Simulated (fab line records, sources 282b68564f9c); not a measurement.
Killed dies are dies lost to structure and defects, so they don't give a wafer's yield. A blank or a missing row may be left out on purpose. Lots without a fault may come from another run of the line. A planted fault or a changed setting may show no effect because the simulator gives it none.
fab line records | flow rit_cmos | part 2 of 2: steps 28 to 28 of 28
record lots=5 wafers=23
route steps=202 shown ACTIVE@2 FOX2@25 NWELL@29 PWELL@47 NRETRO@55 GATE@81 M1@202
start_h: hours from the record's first day to the start of the lot's first wafer shown | wait_h: hours since the lot's step before | " the same as in the row above | L1.1+2: a row that stands for several wafers | - no value, or no start given | * or withheld: withheld | < > ~ a bound
route shown NAME@n: a module of which the file shows steps, and the number in the route of the first | usual: mean/standard deviation of fault-free wafers | same: alike in all rows | chamber/n: place in a boat | sites: the reading at each site | _std_site: their standard deviation | _edge_site: outer sites' mean less inner sites' | radius_mm: how far each site lies from the wafer's centre | mask NAME#n: copy n | behind: the tool/chamber that last shaped the wafer | hold: why the lot was held/for how many hours/how that ended | device: the transistor (n, p or np) that didn't switch | end of line: the same wafers' tests at the end of the route | a step without rows: its recipe alone | killed: dies lost to structure and defects at the first sort, not the wafer's yield | map: a wafer's dies, x killed, . not, _ none there
set.NAME: the setting as run; set.NAME@STEP: as run at that earlier step | model.NAME: the simulator's own value behind a step, which no gauge read
lots whose settings were changed on purpose; a table a step, a row a wafer
## steps
# step RIT_M1_PROBE_99
# usual killed_at_contacts=0.1/0.28 killed_at_front_end=7.4/2.7 killed_dies=7.5/2.7 killed_open=3.8/1.8 killed_short=3.6/2.1
# same gross_dies=264 killed_at_M0_to_M3=0 killed_at_M4_up=0 killed_at_back_side=0 killed_at_other=0
# columns lot.wafer tool chamber start_h wait_h set.temp_c@GATE_OXIDATION_05 killed_at_contacts killed_at_front_end killed_dies killed_open killed_short model.etest.nmos_0p15.drive_ua_um model.etest.nmos_0p3.drive_ua_um model.etest.nmos_0p3.r_on_ohm_um model.etest.nmos_narrow.drive_ua_um model.etest.nmos_turned.drive_ua_um model.etest.pmos_0p3.r_on_ohm_um
L076.1 prober-01 - 72.91 0.1 909.9 0 9 9 5 4 405.5 183 2429 181.7 286.9 7107
L076.3 prober-01 - 73.01 0.2 909.9 0 6 6 3 3 405.4 183.1 2441 178.5 290 7188
L076.4 prober-01 - 73.06 0.2 909.9 0 5 5 4 1 407.1 182.9 2454 177.9 295.4 7178
L076.5 prober-01 - 73.11 0.2 909.9 0 5 5 3 2 411.9 185.3 2387 181.1 295.9 7155
L076.6 prober-01 - 73.16 0.2 909.9 0 10 10 6 4 411.6 184.9 2429 184.9 289.7 7057
L077.1 prober-02 - 75.23 0.1 884.2 0 5 5 3 2 536.4 274 1947 283.8 372.9 5554
L077.3 prober-02 - 75.33 0.2 884.2 0 6 6 3 3 515.7 270.5 1978 284.1 342.8 5617
L077.4 prober-02 - 75.38 0.2 884.2 0 3 3 3 0 538.5 271.6 1952 289.9 373.3 5620
L077.5 prober-02 - 75.43 0.2 884.2 0 5 5 3 2 536.8 278.1 1956 294.4 366.5 5531
L077.6 prober-02 - 75.48 0.2 884.2 1 2 3 2 1 541 277.9 1929 294.4 369.8 5568
L082.1 prober-01 - 104.48 0.1 877.9 0 7 7 3 4 - - - - - -
L082.3 prober-01 - 104.58 0.2 877.9 0 7 7 4 3 - - - - - -
L082.4 prober-01 - 104.63 0.2 877.9 0 11 11 4 7 - - - - - -
L082.5 prober-01 - 104.68 0.2 877.9 1 5 6 3 3 - - - - - -
L082.6 prober-01 - 104.73 0.2 877.9 0 10 10 6 4 - - - - - -
L083.1 prober-02 - 107.91 0.1 880 1 6 7 2 5 - - - - - -
L083.2 prober-02 - 107.96 0.1 880 0 8 8 3 5 - - - - - -
L083.4 prober-02 - 108.06 0.2 880 0 5 5 2 3 - - - - - -
L083.5 prober-02 - 108.11 0.2 880 0 6 6 5 1 - - - - - -
L083.6 prober-02 - 108.16 0.2 880 0 9 9 3 6 - - - - - -
L085.1 prober-02 - 117.27 0.1 900 0 10 10 7 3 474.8 231.4 2120 228.9 329.8 6221
L085.2 prober-02 - 117.32 0.1 900 0 7 7 6 1 471 228.1 2154 227.9 325.9 6348
L085.3 prober-02 - 117.37 0.2 900 0 14 14 6 8 489.6 232.7 2107 228.8 343.9 6130
# killed by level:class
L076.1 FOX1:geometric_particle:open=3 FOX1:geometric_particle:short=2 GATE:geometric_particle:open=1 GATE:geometric_particle:short=1 REOX:geometric_particle:short=1 SILICIDE:geometric_particle:open=1
L076.3 SILICIDE:geometric_particle:short=2 GATE:geometric_particle:open=1 REOX:geometric_particle:short=1 REOX:geometric_particle:open=1 SILICIDE:geometric_particle:open=1
L076.4 FOX2:geometric_particle:open=1 GATE:geometric_particle:open=1 SPACER:geometric_particle:open=1 SILICIDE:geometric_particle:open=1 SILICIDE:geometric_particle:short=1
L076.5 ACTIVE:geometric_particle:open=1 FOX2:geometric_particle:short=1 GATE:geometric_particle:open=1 REOX:geometric_particle:short=1 SILICIDE:geometric_particle:open=1
L076.6 REOX:geometric_particle:open=4 FOX1:geometric_particle:short=2 FOX2:geometric_particle:short=1 FOX2:geometric_particle:open=1 GATE:geometric_particle:open=1 REOX:geometric_particle:short=1
L077.1 FOX1:geometric_particle:open=2 FOX2:geometric_particle:open=1 GATE:geometric_particle:short=1 SILICIDE:geometric_particle:short=1
L077.3 FOX1:geometric_particle:open=1 FOX2:geometric_particle:short=1 GATE:geometric_particle:open=1 REOX:geometric_particle:open=1 REOX:geometric_particle:short=1 SPACER:geometric_particle:short=1
L077.4 GATE:geometric_particle:open=2 FOX1:geometric_particle:open=1
L077.5 GATE:geometric_particle:short=2 REOX:geometric_particle:open=1 SPACER:geometric_particle:open=1 SILICIDE:geometric_particle:open=1
L077.6 GATE:geometric_particle:open=1 REOX:geometric_particle:open=1 CONTACT:geometric_particle:short=1
L082.1 FOX1:geometric_particle:short=2 FOX1:geometric_particle:open=1 GATE:geometric_particle:open=1 REOX:geometric_particle:short=1 SPACER:geometric_particle:short=1 SILICIDE:geometric_particle:open=1
L082.3 SILICIDE:geometric_particle:open=3 FOX1:geometric_particle:short=1 FOX1:geometric_particle:open=1 FOX2:geometric_particle:short=1 REOX:geometric_particle:short=1
L082.4 GATE:geometric_particle:short=3 GATE:geometric_particle:open=2 SILICIDE:geometric_particle:short=2 FOX1:geometric_particle:open=1 FOX1:geometric_particle:short=1 REOX:geometric_particle:short=1 REOX:geometric_particle:open=1
L082.5 GATE:geometric_particle:short=2 FOX1:geometric_particle:open=1 FOX1:geometric_particle:short=1 GATE:geometric_particle:open=1 CONTACT:geometric_particle:open=1
L082.6 GATE:geometric_particle:open=3 GATE:geometric_particle:short=3 FOX1:geometric_particle:open=2 FOX2:geometric_particle:short=1 SILICIDE:geometric_particle:open=1
L083.1 SPACER:geometric_particle:short=4 GATE:geometric_particle:open=1 GATE:geometric_particle:short=1 CONTACT:geometric_particle:open=1
L083.2 SPACER:geometric_particle:short=3 GATE:geometric_particle:short=2 FOX2:geometric_particle:open=1 SPACER:geometric_particle:open=1 SILICIDE:geometric_particle:open=1
L083.4 SPACER:geometric_particle:short=2 GATE:geometric_particle:open=1 GATE:geometric_particle:short=1 SPACER:geometric_particle:open=1
L083.5 GATE:geometric_particle:open=3 SPACER:geometric_particle:open=2 GATE:geometric_particle:short=1
L083.6 FOX1:geometric_particle:short=1 FOX2:geometric_particle:short=1 GATE:geometric_particle:short=1 GATE:geometric_particle:open=1 REOX:geometric_particle:short=1 SPACER:geometric_particle:open=1 SPACER:geometric_particle:short=1 SILICIDE:geometric_particle:short=1
L085.1 GATE:geometric_particle:open=3 FOX1:geometric_particle:open=2 GATE:geometric_particle:short=2 FOX2:geometric_particle:short=1 SPACER:geometric_particle:open=1 SILICIDE:geometric_particle:open=1
L085.2 GATE:geometric_particle:open=3 FOX2:geometric_particle:open=2 SPACER:geometric_particle:short=1 SILICIDE:geometric_particle:open=1
L085.3 GATE:geometric_particle:open=4 GATE:geometric_particle:short=4 FOX1:geometric_particle:short=2 FOX2:geometric_particle:open=1 FOX2:geometric_particle:short=1 SILICIDE:geometric_particle:short=1 SILICIDE:geometric_particle:open=1
## key
split step=RIT_ACTIVE_OXIDATION_01 setting=temp_c stated=1000 by=lot
response step=RIT_ACTIVE_OXIDATION_01 reading=model.SiO2_of_ACTIVE_OXIDATION_01.thk_nm change=+3.86 per=1% r=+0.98
response step=RIT_ACTIVE_THK_MEAS_02 reading=ACTIVE_OXIDE_THK change=+3.86 per=1% r=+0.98
response step=RIT_FOX2_WET_ETCH_03 reading=model.SiO2_of_ACTIVE_OXIDATION_01.thk_nm change=+3.46 per=1% r=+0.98
split step=RIT_ACTIVE_EXPOSE_08 setting=dose_mj stated=225 by=wafer
response step=RIT_ACTIVE_CD_MEAS_11 reading=cd_nm change=-2.83 per=1% r=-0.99
response step=RIT_ACTIVE_ETCH_13 reading=model.ACTIVE.cd_nm change=-2.84 per=1% r=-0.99
response step=RIT_ACTIVE_CD_MEAS_90 reading=cd_nm change=-2.85 per=1% r=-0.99
split step=RIT_FOX2_CLEAN_02 setting=time_s stated=180 by=lot
response none clear
split step=RIT_NWELL_COAT_01 setting=spin_rpm stated=2000 by=wafer
response step=RIT_NWELL_COAT_01 reading=model.NOVOLAK_of_NWELL_COAT_01.thk_nm change=-6.23 per=1% r=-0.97
response step=RIT_NWELL_HARDBAKE_07 reading=model.NOVOLAK_of_NWELL_COAT_01.thk_nm change=-5.36 per=1% r=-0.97
split step=RIT_NWELL_DEVELOP_05 setting=develop_time_s stated=68 by=wafer
response none clear
split step=RIT_PWELL_IMPLANT_08 setting=energy_kev stated=170 by=wafer
response step=RIT_PWELL_IMPLANT_08 reading=model.implant.rp_nm change=+3.65 per=1% r=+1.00
response step=RIT_PWELL_IMPLANT_08 reading=model.implant.drp_nm change=+0.332 per=1% r=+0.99
split step=RIT_NRETRO_SOFTBAKE_02 setting=temp_c stated=90 by=wafer
response step=RIT_NRETRO_DEVELOP_05 reading=model.NOVOLAK_of_NRETRO_COAT_01.thk_nm change=-3.39 per=1% r=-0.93
split step=RIT_NRETRO_IMPLANT_08 setting=energy_kev stated=70 by=wafer
response step=RIT_NRETRO_IMPLANT_08 reading=model.implant.rp_nm change=+0.859 per=1% r=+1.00
response step=RIT_NRETRO_IMPLANT_08 reading=model.implant.drp_nm change=+0.288 per=1% r=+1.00
split step=RIT_GATE_OXIDATION_05 setting=temp_c stated=900 by=lot
response step=RIT_GATE_OXIDATION_05 reading=model.SiO2_of_GATE_OXIDATION_05.thk_nm change=+0.328 per=1% r=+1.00
response step=RIT_GATE_THK_MEAS_07 reading=GATE_OXIDE_THK change=+0.331 per=1% r=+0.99
response step=RIT_M1_PROBE_99 reading=model.etest.pmos_0p3.r_on_ohm_um change=+535 per=1% r=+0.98
response step=RIT_M1_PROBE_99 reading=model.etest.nmos_0p3.r_on_ohm_um change=+162 per=1% r=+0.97
response step=RIT_M1_PROBE_99 reading=model.etest.nmos_0p15.drive_ua_um change=-43.1 per=1% r=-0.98
response step=RIT_M1_PROBE_99 reading=model.etest.nmos_narrow.drive_ua_um change=-37.8 per=1% r=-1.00
response step=RIT_M1_PROBE_99 reading=model.etest.nmos_turned.drive_ua_um change=-25.2 per=1% r=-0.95
response step=RIT_M1_PROBE_99 reading=model.etest.nmos_0p3.drive_ua_um change=-31.3 per=1% r=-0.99
split step=RIT_GATE_CVD_08 setting=pressure_mtorr stated=300 by=lot
response step=RIT_GATE_CVD_08 reading=model.poly-Si_of_GATE_CVD_08.thk_nm change=+1.02 per=1% r=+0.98
response step=RIT_GATE_THK_MEAS_09 reading=GATE_POLY_THK change=+1.02 per=1% r=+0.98
response step=RIT_GATE_ETCH_19 reading=model.etch.depth_nm change=+1.06 per=1% r=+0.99
response step=RIT_GATE_ETCH_19 reading=model.GATE.feature_depth_nm change=+1.02 per=1% r=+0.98
split step=RIT_GATE_ETCH_19 setting=over_etch_frac stated=0.25 by=wafer
response none clear
